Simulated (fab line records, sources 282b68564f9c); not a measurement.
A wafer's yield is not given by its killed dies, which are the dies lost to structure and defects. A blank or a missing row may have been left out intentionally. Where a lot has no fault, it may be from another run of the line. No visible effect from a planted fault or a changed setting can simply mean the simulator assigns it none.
fab line records	flow rit-cmos
record: lots: 14	wafers: 42	last-day: 7
route steps=202 shown NWELL@34 SPACER@128 NSD@140 CONTACT@177 M1@202
lots with no fault: from the same line, run without faults
start-h: hours from the record's opening day to when the first of the lot's shown wafers began	wait-h: time in hours since the lot's previous step	" unchanged from the row above	L1.1+2: a row that stands for several wafers	- no value present, or no start provided	* or withheld: withheld	< > ~ a bound
route shown NAME@n: NAME is a module with steps in the file, n the number in the route of the first one	usual: the fault-free wafers' mean and standard deviation	same: alike in all rows	chamber/n: place in a boat	sites: readings site by site	_std_site: the standard deviation of these	_edge_site: inner sites' mean taken away from outer sites' mean	radius-mm: for every site, how far away it sits from the centre of the wafer	mask NAME#n: copy n	behind: the most recent tool/chamber to have shaped the wafer	hold: reason for holding the lot/hours on hold/outcome of the hold	device: the transistor (n, p or np) that didn't switch	end of line: the route-end tests of the same wafers	for a step that has no rows: nothing shown but its recipe	killed: dies lost to structure and defects at the first sort, not the wafer's yield	map: the dies of a wafer, with x for killed, . for not killed, _ for no die there
set.NAME: setting as actually run; set.NAME@STEP: the setting as run at that earlier step	model.NAME: the simulator's own value behind a step, which no gauge read
route steps across a sampled set of lots; one table per step, one row per wafer
services: from which hour (start-h, from the record's first day; less than 0 if before it) a tool's chamber was out of use, for how many hours, and why
== steps ==
step: RIT_NWELL_OVL_MEAS_06
usual: NWELL_OVL: 0.0/1.4
lot.wafer	tool	chamber	start-h	wait-h	NWELL_OVL[nm]
L641.1	overlay-01	-	22.11	-	0.7
L641.3	"	-	"	"	-0.1
L641.6	"	-	"	"	1.6
L642.1	overlay-02	-	26.26	-	-2.6
L642.3	"	-	"	"	-1.8
L642.6	"	-	"	"	-3.1
L644.1	overlay-01	-	37.57	-	0.1
L644.3	"	-	"	"	0.1
L644.4	"	-	"	"	0.8
L646.1	overlay-01	-	46.50	-	-0.7
L646.4	"	-	"	"	1.6
L646.5	"	-	"	"	0.6
L647.1	overlay-01	-	51.81	-	0.6
L647.5	"	-	"	"	-0.7
L647.6	"	-	"	"	-1.2
L648.1	overlay-01	-	56.43	-	0.2
L648.4	"	-	"	"	0.4
L648.5	"	-	"	"	0.3
L649.3	overlay-02	-	62.54	-	0.9
L649.4	"	-	"	"	-0.4
L649.6	"	-	"	"	2.1
L650.1	overlay-01	-	70.84	-	-0.7
L650.2	"	-	"	"	0.5
L650.4	"	-	"	"	-1.3
L652.2	overlay-02	-	76.43	-	1.7
L652.3	"	-	"	"	1.2
L652.5	"	-	"	"	1.6
L659.2	overlay-01	-	114.40	-	0.0
L659.5	"	-	"	"	0.2
L659.6	"	-	"	"	-3.1
L660.4	overlay-02	-	116.99	-	2.0
L660.5	"	-	"	"	1.4
L660.6	"	-	"	"	3.9
L661.1	overlay-01	-	122.11	-	-2.0
L661.3	"	-	"	"	0.0
L661.6	"	-	"	"	0.6
L662.1	overlay-02	-	127.21	-	1.3
L662.4	"	-	"	"	0.3
L662.6	"	-	"	"	-0.1
L664.2	overlay-02	-	137.74	-	-2.3
L664.3	"	-	"	"	-0.4
L664.6	"	-	"	"	-1.5
step: RIT_SPACER_CVD_03
recipe: material: Si3N4	target-thk-nm: 250	temp-c: 810	precursor: SiH2Cl2/NH3	time-s: 3300	pressure-mtorr: 300	sih2cl2-flow-sccm: 60	nh3-flow-sccm: 150
usual: spike-tc-centre-C: 812.4/1.3	spike-tc-source-C: 834.3/2.5
lot.wafer	tool	chamber	start-h	wait-h	spike-tc-centre-C	spike-tc-source-C
L641.1	lpcvd-01	1	48.17	0.0	811.4	833.5
L641.3	"	1	"	"	810.7	834.7
L641.6	"	1	"	"	812.1	833.8
L642.1	lpcvd-01	0	50.78	0.0	812.4	838.3
L642.3	"	0	"	"	813.2	836.6
L642.6	"	0	"	"	813.0	838.7
L644.1	lpcvd-01	0	62.18	0.9	811.9	837.1
L644.3	"	0	"	"	810.2	837.2
L644.4	"	0	"	"	813.0	836.3
L646.1	lpcvd-01	1	70.91	0.0	811.2	835.1
L646.4	"	1	"	"	810.4	834.3
L646.5	"	1	"	"	809.7	834.7
L647.1	lpcvd-01	0	75.19	0.0	814.8	837.6
L647.5	"	0	"	"	811.7	836.4
L647.6	"	0	"	"	812.0	837.3
L647.1	lpcvd-02	0	77.82	0.7	815.4	831.9
L647.5	"	0	"	"	815.3	832.8
L647.6	"	0	"	"	814.3	831.8
L648.1	lpcvd-02	1	79.30	0.0	811.0	832.4
L648.4	"	1	"	"	813.3	832.8
L648.5	"	1	"	"	814.3	830.9
L649.3	lpcvd-02	1	88.53	0.9	813.4	832.5
L649.4	"	1	"	"	812.6	831.6
L649.6	"	1	"	"	812.7	831.3
L650.1	lpcvd-01	1	94.72	0.0	812.2	833.2
L650.2	"	1	"	"	812.5	834.3
L650.4	"	1	"	"	813.4	836.0
L652.2	lpcvd-02	1	101.02	1.0	814.5	829.6
L652.3	"	1	"	"	812.9	833.7
L652.5	"	1	"	"	813.9	833.3
L652.2	lpcvd-02	1	103.11	0.2	815.5	831.4
L652.3	"	1	"	"	814.3	833.0
L652.5	"	1	"	"	813.6	832.9
L659.2	lpcvd-01	0	139.51	0.9	812.2	837.0
L659.5	"	0	"	"	813.3	837.7
L659.6	"	0	"	"	812.8	836.0
L660.4	lpcvd-01	1	141.43	0.5	814.1	835.4
L660.5	"	1	"	"	812.8	833.2
L660.6	"	1	"	"	812.5	835.2
L661.1	lpcvd-02	1	149.14	1.0	813.8	832.6
L661.3	"	1	"	"	812.8	831.5
L661.6	"	1	"	"	814.0	830.6
L662.1	lpcvd-01	1	150.73	0.0	811.8	835.5
L662.4	"	1	"	"	810.6	834.2
L662.6	"	1	"	"	812.2	834.6
L664.2	lpcvd-01	0	165.00	0.0	812.1	836.0
L664.3	"	0	"	"	810.1	839.0
L664.6	"	0	"	"	813.3	835.9
step: RIT_SPACER_THK_MEAS_04
recipe: reads: Si3N4_of_SPACER_CVD_03
usual: SPACER_NITRIDE_THK: 249.8/2
lot.wafer	tool	chamber	start-h	wait-h	SPACER_NITRIDE_THK[nm]
L641.1	film-metro-01	-	50.09	0.0	247.6
L641.3	"	-	"	"	249.1
L641.6	"	-	"	"	247.4
L642.1	film-metro-01	-	52.70	0.0	249.4
L642.3	"	-	"	"	249.7
L642.6	"	-	"	"	251.6
L644.1	film-metro-03	-	65.05	0.0	246.8
L644.3	"	-	"	"	248.1
L644.4	"	-	"	"	247.4
L646.1	film-metro-02	-	72.83	0.0	253.0
L646.4	"	-	"	"	251.6
L646.5	"	-	"	"	252.1
L647.1	film-metro-03	-	79.74	0.0	499.8
L647.5	"	-	"	"	497.0
L647.6	"	-	"	"	497.1
L648.1	film-metro-03	-	81.22	0.0	252.6
L648.4	"	-	"	"	253.5
L648.5	"	-	"	"	255.5
L649.3	film-metro-03	-	90.47	0.0	246.8
L649.4	"	-	"	"	245.9
L649.6	"	-	"	"	247.7
L650.1	film-metro-02	-	97.59	0.0	250.1
L650.2	"	-	"	"	252.8
L650.4	"	-	"	"	251.1
L652.2	film-metro-03	-	105.03	0.0	503.7
L652.3	"	-	"	"	507.0
L652.5	"	-	"	"	500.9
L659.2	film-metro-03	-	141.44	0.0	249.6
L659.5	"	-	"	"	250.0
L659.6	"	-	"	"	250.9
L660.4	film-metro-01	-	143.37	0.0	252.3
L660.5	"	-	"	"	252.7
L660.6	"	-	"	"	251.1
L661.1	film-metro-02	-	151.05	0.0	247.7
L661.3	"	-	"	"	248.6
L661.6	"	-	"	"	247.7
L662.1	film-metro-03	-	152.65	0.0	246.2
L662.4	"	-	"	"	246.9
L662.6	"	-	"	"	246.2
L664.2	film-metro-03	-	166.93	0.0	251.7
L664.3	"	-	"	"	247.8
L664.6	"	-	"	"	247.6
step: RIT_SPACER_ETCHBACK_05
recipe: target-depth-a: 2500	SF6_flow_sccm: 30	CHF3_flow_sccm: 30	target: Si3N4	chemistry: SF6/CHF3	pressure-mtorr: 40	rf-w: 250	time-s: 240	stop-on: SiO2
usual: chamber-pressure-mTorr: 40.00/0.04	drypump-motor-current-A: 5.8/0.6	oes-product-au: 0.850/0.013	throttle-valve-pct: 10.24/0.16
lot.wafer	tool	chamber	start-h	wait-h	chamber-pressure-mTorr	drypump-motor-current-A	oes-product-au	rf-hours-counter-h	throttle-valve-pct
L641.1	rie-diel-03	2	50.15	0.1	39.93	5.1	0.827	40	10.18
L641.3	"	3	"	"	39.94	5.7	0.848	118	10.02
L641.6	"	1	"	"	40.00	5.0	0.831	-	10.22
L642.1	rie-diel-04	0	52.76	0.1	40.02	6.0	0.852	1	10.56
L642.3	"	2	"	"	40.02	5.7	0.875	114	10.16
L642.6	"	2	"	"	39.95	5.7	0.872	-	10.14
L644.1	rie-diel-03	3	65.11	0.1	39.94	5.8	0.843	119	10.01
L644.3	"	1	"	"	40.04	5.0	0.839	134	10.23
L644.4	"	3	"	"	39.99	5.8	0.840	-	10.01
L646.1	rie-diel-01	0	72.89	0.1	39.99	6.2	0.846	143	10.37
L646.4	"	1	"	"	39.93	6.1	0.858	147	10.36
L646.5	"	3	"	"	39.95	6.7	0.858	-	10.19
L647.1	rie-diel-03	0	79.80	0.1	39.99	4.9	1.006	13	10.58
L647.5	"	2	"	"	39.96	5.1	0.976	-	10.22
L647.6	"	3	"	"	39.97	5.8	1.035	-	10.06
L648.1	rie-diel-04	0	81.28	0.1	40.04	6.0	0.861	1	10.56
L648.4	"	2	"	"	40.07	5.7	0.881	115	10.15
L648.5	"	1	"	"	40.09	6.5	0.852	-	10.11
L649.3	rie-diel-03	0	90.51	0.0	40.02	4.8	0.846	13	10.53
L649.4	"	2	"	"	40.03	5.1	0.827	41	10.16
L649.6	"	0	"	"	40.01	4.9	0.857	-	10.53
L650.1	rie-diel-04	2	97.65	0.1	39.99	5.7	0.875	115	10.15
L650.2	"	1	"	"	39.99	6.5	0.848	159	10.10
L650.4	"	3	"	"	40.02	5.1	0.829	49	10.14
L652.2	rie-diel-04	2	105.08	0.0	39.99	5.7	1.051	115	10.21
L652.3	"	3	"	"	40.01	5.1	0.975	49	10.18
L652.5	"	2	"	"	39.99	5.7	1.045	-	10.22
L659.2	rie-diel-03	1	141.49	0.0	40.03	5.0	0.838	136	10.23
L659.5	"	3	"	"	39.97	5.8	0.852	-	10.02
L659.6	"	2	"	"	40.01	5.1	0.839	-	10.19
L660.4	rie-diel-01	0	143.40	0.0	39.98	6.2	0.848	144	10.39
L660.5	"	1	"	"	39.95	6.0	0.859	-	10.37
L660.6	"	0	"	"	40.03	6.2	0.845	-	10.38
L661.1	rie-diel-03	2	151.11	0.1	40.02	5.1	0.841	42	10.19
L661.3	"	1	"	"	39.94	5.0	0.840	136	10.22
L661.6	"	1	"	"	39.93	5.0	0.837	-	10.23
L662.1	rie-diel-01	2	152.71	0.1	40.02	6.3	0.847	1	10.07
L662.4	"	3	"	"	40.04	6.7	0.853	81	10.17
L662.6	"	0	"	"	40.01	6.2	0.829	-	10.36
L664.2	rie-diel-01	3	166.98	0.0	40.01	6.7	0.863	81	10.19
L664.3	"	2	"	"	40.00	6.3	0.842	-	10.09
L664.6	"	3	"	"	39.98	6.7	0.847	-	10.18
step: RIT_NSD_STRIP_09
recipe: chemistry: O2	time-s: 180	resist: NOVOLAK	platen-temp-c: withheld	power-w: 500	pressure-mtorr: 4000	o2-flow-sccm: 4000
usual: chamber-pressure-mTorr: 4000/3.6	drypump-motor-current-A: 5.7/0.43
lot.wafer	tool	chamber	start-h	wait-h	chamber-pressure-mTorr	drypump-motor-current-A	rf-hours-counter-h
L641.1	plasma-asher-01	1	51.61	0.1	3999	5.1	44
L641.3	"	1	"	"	4000	5.1	-
L641.6	"	0	"	"	3994	6.1	-
L642.1	plasma-asher-04	0	54.22	0.1	3998	5.3	41
L642.3	"	1	"	"	4001	6.1	-
L642.6	"	0	"	"	3999	5.3	-
L644.1	plasma-asher-02	0	66.57	0.1	3998	6.2	45
L644.3	"	0	"	"	4003	6.2	-
L644.4	"	1	"	"	4000	5.3	-
L646.1	plasma-asher-04	0	74.47	0.1	4003	5.3	43
L646.4	"	1	"	"	3997	6.1	-
L646.5	"	0	"	"	4001	5.3	-
L648.1	plasma-asher-04	1	82.74	0.1	3992	6.0	43
L648.4	"	1	"	"	4005	6.1	-
L648.5	"	1	"	"	4002	6.1	-
L649.3	plasma-asher-02	1	91.90	0.1	4002	5.2	-
L649.4	"	0	"	"	4003	6.2	-
L649.6	"	1	"	"	4006	5.2	-
L650.1	plasma-asher-01	1	99.28	0.1	3999	5.1	49
L650.2	"	0	"	"	3999	6.1	49
L650.4	"	0	"	"	3998	6.1	-
L659.2	plasma-asher-04	1	142.97	0.1	3996	6.1	50
L659.5	"	1	"	"	3996	6.1	-
L659.6	"	0	"	"	3996	5.3	-
L660.4	plasma-asher-04	0	144.92	0.1	4001	5.3	-
L660.5	"	0	"	"	4004	5.3	-
L660.6	"	1	"	"	3997	6.0	-
L661.1	plasma-asher-01	1	152.57	0.1	4003	5.1	55
L661.3	"	0	"	"	4004	6.1	-
L661.6	"	0	"	"	4004	6.1	-
L662.1	plasma-asher-04	0	154.17	0.1	3999	5.3	52
L662.4	"	1	"	"	3999	6.0	-
L662.6	"	0	"	"	3996	5.3	-
L664.2	plasma-asher-02	0	168.39	0.1	4003	6.2	5
L664.3	"	1	"	"	4001	5.3	-
L664.6	"	0	"	"	3998	6.2	-
step: RIT_CONTACT_OVL_MEAS_09
usual: CONTACT_OVL: -0.3/1.3
lot.wafer	tool	chamber	start-h	wait-h	CONTACT_OVL[nm]
L641.1	overlay-02	-	56.19	0.1	-0.4
L641.3	"	-	"	"	-1.1
L641.6	"	-	"	"	-1.1
L642.1	overlay-02	-	58.85	0.1	0.8
L642.3	"	-	"	"	-0.3
L642.6	"	-	"	"	0.9
L644.1	overlay-02	-	70.93	0.1	-2.2
L644.3	"	-	"	"	1.4
L644.4	"	-	"	"	0.0
L646.1	overlay-02	-	78.87	0.1	-0.9
L646.4	"	-	"	"	-2.6
L646.5	"	-	"	"	-1.4
L648.1	overlay-02	-	87.32	0.1	0.4
L648.4	"	-	"	"	1.8
L648.5	"	-	"	"	-0.9
L649.3	overlay-02	-	96.29	0.1	-0.9
L649.4	"	-	"	"	-0.4
L649.6	"	-	"	"	-0.6
L650.1	overlay-02	-	104.02	0.1	-1.7
L650.2	"	-	"	"	-1.9
L650.4	"	-	"	"	-1.9
L659.2	overlay-02	-	147.41	0.1	-0.2
L659.5	"	-	"	"	0.1
L659.6	"	-	"	"	1.3
L660.4	overlay-02	-	149.41	0.1	1.4
L660.5	"	-	"	"	0.2
L660.6	"	-	"	"	1.0
L661.1	overlay-02	-	156.98	0.1	0.7
L661.3	"	-	"	"	-1.1
L661.6	"	-	"	"	0.4
L662.1	overlay-01	-	158.61	0.1	-1.1
L662.4	"	-	"	"	-1.0
L662.6	"	-	"	"	0.7
L664.2	overlay-01	-	173.27	0.1	1.1
L664.3	"	-	"	"	-0.9
L664.6	"	-	"	"	-0.7
step: RIT_M1_PROBE_99
usual: killed_at_M0_to_M3: 0.0/0.18	killed-at-contacts: 0.1/0.32	killed-at-front-end: 7/3	killed-dies: 7/3.1	killed-on-rim: 1.9/1.5	killed-open: 3.3/1.8	killed-short: 3.6/2
same: gross-dies: 264	killed_at_M4_up: 0	killed-at-back-side: 0	killed-at-other: 0
lot.wafer	tool	chamber	start-h	wait-h	killed_at_M0_to_M3	killed-at-contacts	killed-at-front-end	killed-dies	killed-on-rim	killed-open	killed-short
L641.1	prober-01	-	61.54	0.1	0	0	4	4	1	3	1
L641.3	prober-01	-	61.64	0.2	0	1	9	10	2	6	4
L641.6	prober-01	-	61.79	0.2	0	0	12	12	3	4	8
L642.1	prober-02	-	63.92	0.1	0	0	4	4	0	3	1
L642.3	prober-02	-	64.02	0.2	0	0	10	10	6	3	7
L642.6	prober-02	-	64.17	0.2	0	0	10	10	1	5	5
L644.1	prober-02	-	76.03	0.1	0	0	8	8	1	5	3
L644.3	prober-02	-	76.13	0.2	0	0	11	11	7	5	6
L644.4	prober-02	-	76.18	0.2	0	0	10	10	1	6	4
L646.1	prober-02	-	84.45	0.1	0	0	5	5	0	2	3
L646.4	prober-02	-	84.60	0.2	0	1	0	1	0	0	1
L646.5	prober-02	-	84.65	0.2	0	0	7	7	2	5	2
L648.1	prober-02	-	92.56	0.1	0	0	9	9	2	3	6
L648.4	prober-02	-	92.71	0.2	0	0	8	8	2	5	3
L648.5	prober-02	-	92.76	0.2	0	0	7	7	1	4	3
L647.1	prober-01	-	93.02	0.1	0	0	264	264	70	1	5
L647.5	prober-01	-	93.22	0.2	0	0	264	264	70	0	2
L647.6	prober-01	-	93.27	0.2	0	0	264	264	70	1	2
L649.3	prober-01	-	101.73	0.2	1	0	3	4	2	2	1
L649.4	prober-01	-	101.78	0.2	0	0	8	8	4	5	3
L649.6	prober-01	-	101.88	0.2	0	0	9	9	3	5	4
L650.1	prober-02	-	109.38	0.1	0	1	9	10	1	4	6
L650.2	prober-02	-	109.43	0.1	0	0	11	11	2	7	4
L650.4	prober-02	-	109.53	0.2	0	0	8	8	2	5	3
L652.2	prober-02	-	123.18	0.1	0	0	264	264	70	3	2
L652.3	prober-02	-	123.23	0.2	0	1	263	264	70	4	1
L652.5	prober-02	-	123.33	0.2	0	0	264	264	70	3	3
L659.2	prober-01	-	152.62	0.1	0	0	8	8	5	2	6
L659.5	prober-01	-	152.77	0.2	0	0	3	3	2	2	1
L659.6	prober-01	-	152.82	0.2	0	0	7	7	2	3	4
L660.4	prober-02	-	154.74	0.2	0	0	5	5	2	2	3
L660.5	prober-02	-	154.79	0.2	0	0	4	4	2	1	3
L660.6	prober-02	-	154.84	0.2	0	0	7	7	3	3	4
L661.1	prober-01	-	162.37	0.1	0	0	6	6	2	4	2
L661.3	prober-01	-	162.47	0.2	0	0	4	4	1	3	1
L661.6	prober-01	-	162.62	0.2	0	0	2	2	0	1	1
L662.1	prober-02	-	163.87	0.1	0	2	5	7	0	3	3
L662.4	prober-02	-	164.02	0.2	0	0	8	8	1	3	5
L662.6	prober-02	-	164.12	0.2	0	0	8	8	2	3	5
L664.2	prober-02	-	178.62	0.1	0	0	7	7	0	2	5
L664.3	prober-02	-	178.67	0.2	0	0	10	10	6	5	5
L664.6	prober-02	-	178.82	0.2	0	0	12	12	1	5	7
killed by level:class
L641.1 SPACER:geometric-particle:open=2 GATE:geometric-particle:open=1 SPACER:geometric-particle:short=1
L641.3 FOX1:geometric-particle:open=2 SILICIDE:geometric-particle:open=2 GATE:geometric-particle:short=2 FOX1:geometric-particle:short=1 REOX:geometric-particle:short=1 SPACER:geometric-particle:open=1 CONTACT:geometric-particle:open=1
L641.6 GATE:geometric-particle:short=5 FOX1:geometric-particle:short=2 FOX2:geometric-particle:short=1 FOX2:geometric-particle:open=1 GATE:geometric-particle:open=1 REOX:geometric-particle:open=1 SPACER:geometric-particle:open=1
L642.1 SPACER:geometric-particle:open=2 FOX1:geometric-particle:open=1 SPACER:geometric-particle:short=1
L642.3 GATE:geometric-particle:short=3 SPACER:geometric-particle:short=2 FOX1:geometric-particle:open=1 FOX1:geometric-particle:short=1 GATE:geometric-particle:open=1 REOX:geometric-particle:short=1 SILICIDE:geometric-particle:open=1
L642.6 GATE:geometric-particle:short=3 FOX1:geometric-particle:open=2 GATE:geometric-particle:open=1 REOX:geometric-particle:short=1 SPACER:geometric-particle:open=1 SILICIDE:geometric-particle:open=1 SILICIDE:geometric-particle:short=1
L644.1 FOX1:geometric-particle:open=3 SILICIDE:geometric-particle:open=2 GATE:geometric-particle:short=1 SPACER:geometric-particle:short=1 SILICIDE:geometric-particle:short=1
L644.3 GATE:geometric-particle:short=3 FOX1:geometric-particle:open=2 FOX1:geometric-particle:short=1 GATE:geometric-particle:open=1 REOX:geometric-particle:short=1 SPACER:geometric-particle:open=1 SILICIDE:geometric-particle:short=1 SILICIDE:geometric-particle:open=1
L644.4 GATE:geometric-particle:open=4 FOX1:geometric-particle:short=2 REOX:geometric-particle:short=2 FOX1:geometric-particle:open=1 REOX:geometric-particle:open=1
L646.1 FOX1:geometric-particle:short=1 REOX:geometric-particle:open=1 REOX:geometric-particle:short=1 SPACER:geometric-particle:open=1 SPACER:geometric-particle:short=1
L646.4 CONTACT:geometric-particle:short=1
L646.5 GATE:geometric-particle:open=3 FOX1:geometric-particle:open=1 FOX1:geometric-particle:short=1 GATE:geometric-particle:short=1 REOX:geometric-particle:open=1
L648.1 GATE:geometric-particle:open=2 REOX:geometric-particle:short=2 SPACER:geometric-particle:short=2 FOX1:geometric-particle:short=1 GATE:geometric-particle:short=1 REOX:geometric-particle:open=1
L648.4 SPACER:geometric-particle:open=2 FOX2:geometric-particle:short=1 FOX2:geometric-particle:open=1 GATE:geometric-particle:open=1 GATE:geometric-particle:short=1 REOX:geometric-particle:open=1 SILICIDE:geometric-particle:short=1
L648.5 GATE:geometric-particle:short=2 FOX1:geometric-particle:open=1 FOX1:geometric-particle:short=1 FOX2:geometric-particle:open=1 GATE:geometric-particle:open=1 REOX:geometric-particle:open=1
L647.1 SPACER:area-etchback=258 GATE:geometric-particle:short=5 GATE:geometric-particle:open=1
L647.5 SPACER:area-etchback=262 GATE:geometric-particle:short=2
L647.6 SPACER:area-etchback=261 FOX1:geometric-particle:short=1 GATE:geometric-particle:short=1 REOX:geometric-particle:open=1
L649.3 GATE:geometric-particle:open=1 REOX:geometric-particle:open=1 SILICIDE:geometric-particle:short=1 M1:coat-microbubble-printed=1
L649.4 GATE:geometric-particle:open=3 FOX1:geometric-particle:short=2 FOX1:geometric-particle:open=2 REOX:geometric-particle:short=1
L649.6 GATE:geometric-particle:open=4 SILICIDE:geometric-particle:short=3 GATE:geometric-particle:short=1 SILICIDE:geometric-particle:open=1
L650.1 SPACER:geometric-particle:short=3 FOX2:geometric-particle:open=2 FOX2:geometric-particle:short=1 GATE:geometric-particle:open=1 GATE:geometric-particle:short=1 REOX:geometric-particle:open=1 CONTACT:geometric-particle:short=1
L650.2 SPACER:geometric-particle:open=4 GATE:geometric-particle:short=2 FOX2:geometric-particle:open=1 FOX2:geometric-particle:short=1 GATE:geometric-particle:open=1 SPACER:geometric-particle:short=1 SILICIDE:geometric-particle:open=1
L650.4 SPACER:geometric-particle:open=3 GATE:geometric-particle:open=2 GATE:geometric-particle:short=2 SPACER:geometric-particle:short=1
L652.2 SPACER:area-etchback=259 GATE:geometric-particle:open=2 SPACER:geometric-particle:short=1 SILICIDE:geometric-particle:open=1 SILICIDE:geometric-particle:short=1
L652.3 SPACER:area-etchback=259 GATE:geometric-particle:open=2 FOX1:geometric-particle:open=1 GATE:geometric-particle:short=1 CONTACT:geometric-particle:open=1
L652.5 SPACER:area-etchback=258 GATE:geometric-particle:open=2 FOX1:geometric-particle:short=1 FOX1:geometric-particle:open=1 GATE:geometric-particle:short=1 SILICIDE:geometric-particle:short=1
L659.2 FOX1:geometric-particle:short=2 GATE:geometric-particle:open=2 SPACER:geometric-particle:short=2 FOX2:geometric-particle:short=1 GATE:geometric-particle:short=1
L659.5 SPACER:geometric-particle:open=2 SPACER:geometric-particle:short=1
L659.6 FOX1:geometric-particle:short=2 FOX1:geometric-particle:open=1 FOX2:geometric-particle:open=1 GATE:geometric-particle:open=1 REOX:geometric-particle:short=1 SPACER:geometric-particle:short=1
L660.4 GATE:geometric-particle:short=3 FOX1:geometric-particle:open=1 REOX:geometric-particle:open=1
L660.5 FOX1:geometric-particle:short=1 GATE:geometric-particle:short=1 GATE:geometric-particle:open=1 SILICIDE:geometric-particle:short=1
L660.6 GATE:geometric-particle:short=2 FOX1:geometric-particle:short=1 FOX1:geometric-particle:open=1 GATE:geometric-particle:open=1 REOX:geometric-particle:open=1 SPACER:geometric-particle:short=1
L661.1 GATE:geometric-particle:open=3 FOX1:geometric-particle:open=1 FOX1:geometric-particle:short=1 REOX:geometric-particle:short=1
L661.3 GATE:geometric-particle:open=2 REOX:geometric-particle:open=1 REOX:geometric-particle:short=1
L661.6 GATE:geometric-particle:open=1 SPACER:geometric-particle:short=1
L662.1 GATE:geometric-particle:open=2 FOX1:geometric-particle:short=1 SPACER:geometric-particle:open=1 SILICIDE:geometric-particle:short=1 CONTACT:geometric-particle:short=1 CONTACT:coat-microbubble-printed=1
L662.4 GATE:geometric-particle:short=3 FOX1:geometric-particle:short=2 FOX1:geometric-particle:open=1 GATE:geometric-particle:open=1 REOX:geometric-particle:open=1
L662.6 GATE:geometric-particle:short=3 FOX1:geometric-particle:short=1 GATE:geometric-particle:open=1 REOX:geometric-particle:open=1 SPACER:geometric-particle:short=1 SILICIDE:geometric-particle:open=1
L664.2 GATE:geometric-particle:short=4 SPACER:geometric-particle:open=1 SILICIDE:geometric-particle:short=1 SILICIDE:geometric-particle:open=1
L664.3 GATE:geometric-particle:open=4 FOX1:geometric-particle:short=2 GATE:geometric-particle:short=2 REOX:geometric-particle:short=1 REOX:geometric-particle:open=1
L664.6 FOX1:geometric-particle:short=4 GATE:geometric-particle:open=2 FOX1:geometric-particle:open=1 FOX2:geometric-particle:short=1 GATE:geometric-particle:short=1 REOX:geometric-particle:open=1 SPACER:geometric-particle:short=1 SILICIDE:geometric-particle:open=1
== services ==
tool	chamber	start-h	hours	kind
rie-diel-03	-	45.61	2.8	pm
rie-diel-04	3	64.28	8.8	repair
rie-diel-03	0	65.07	4.6	repair
plasma-asher-04	-	66.74	3.4	repair
rie-diel-04	3	74.23	2.4	repair
lpcvd-01	-	80.88	2.1	repair
rie-diel-04	1	101.29	-	clean
rie-diel-04	1	101.29	23.8	scheduled-down
rie-diel-04	1	101.29	23.8	vent-cycle
plasma-asher-02	-	108.75	9.0	pm
plasma-asher-02	0	108.75	9.0	vent-cycle
plasma-asher-02	1	108.75	9.0	vent-cycle
rie-diel-04	-	111.26	14.6	pm
rie-diel-01	2	117.40	-	clean
rie-diel-01	2	117.40	20.2	scheduled-down
rie-diel-01	2	117.40	20.2	vent-cycle
plasma-asher-02	0	117.75	-	clean
plasma-asher-02	1	117.75	-	clean
plasma-asher-04	-	155.19	0.7	repair
rie-diel-01	1	157.92	-	clean
rie-diel-01	1	157.92	17.2	scheduled-down
rie-diel-01	1	157.92	17.2	vent-cycle
rie-diel-01	0	166.76	6.1	repair
== key ==
first-sign: step: RIT_SPACER_CVD_03	reading: visit	direction: added
effect: step: RIT_SPACER_THK_MEAS_04	reading: SPACER_NITRIDE_THK	direction: up	sigmas: 99+	usual: 249.8	struck: 500.9
effect: step: RIT_SPACER_ETCHBACK_05	reading: oes-product-au	direction: up	sigmas: 13	usual: 0.850	struck: 1.015
effect: step: RIT_M1_PROBE_99	reading: killed-at-front-end	direction: up	sigmas: 84	usual: 7	struck: 264
more-kills-born-at: RIT_SPACER_ETCHBACK_05@rie-diel-03: 781	RIT_SPACER_ETCHBACK_05@rie-diel-04: 776
met-at RIT_SPACER_CVD_03
struck-lots L647,L652
later-rows-left-out L647.1,L647.5,L647.6,L652.2,L652.3,L652.5
tester-left-out L647,L652
not-acting-at RIT_NWELL_OVL_MEAS_06,RIT_NSD_STRIP_09,RIT_CONTACT_OVL_MEAS_09
fault: kind: repeated-step-whole	tool: lpcvd-01,lpcvd-02	chamber: -	onset-h: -	steps: RIT_SPACER_CVD_03	times: 1	scope: struck-lots-only
tester-left-out: of these lots the tester's yield and bins aren't shown, on N5 and GAA mostly nor the transistor test; their killed dies are dies lost to structure and defects alone, not to doping, threshold or leakage, so they don't give the yield
later-rows-left-out: the simulator's readings of these wafers behind a module that went badly wrong aren't trusted and aren't shown, but for the sort
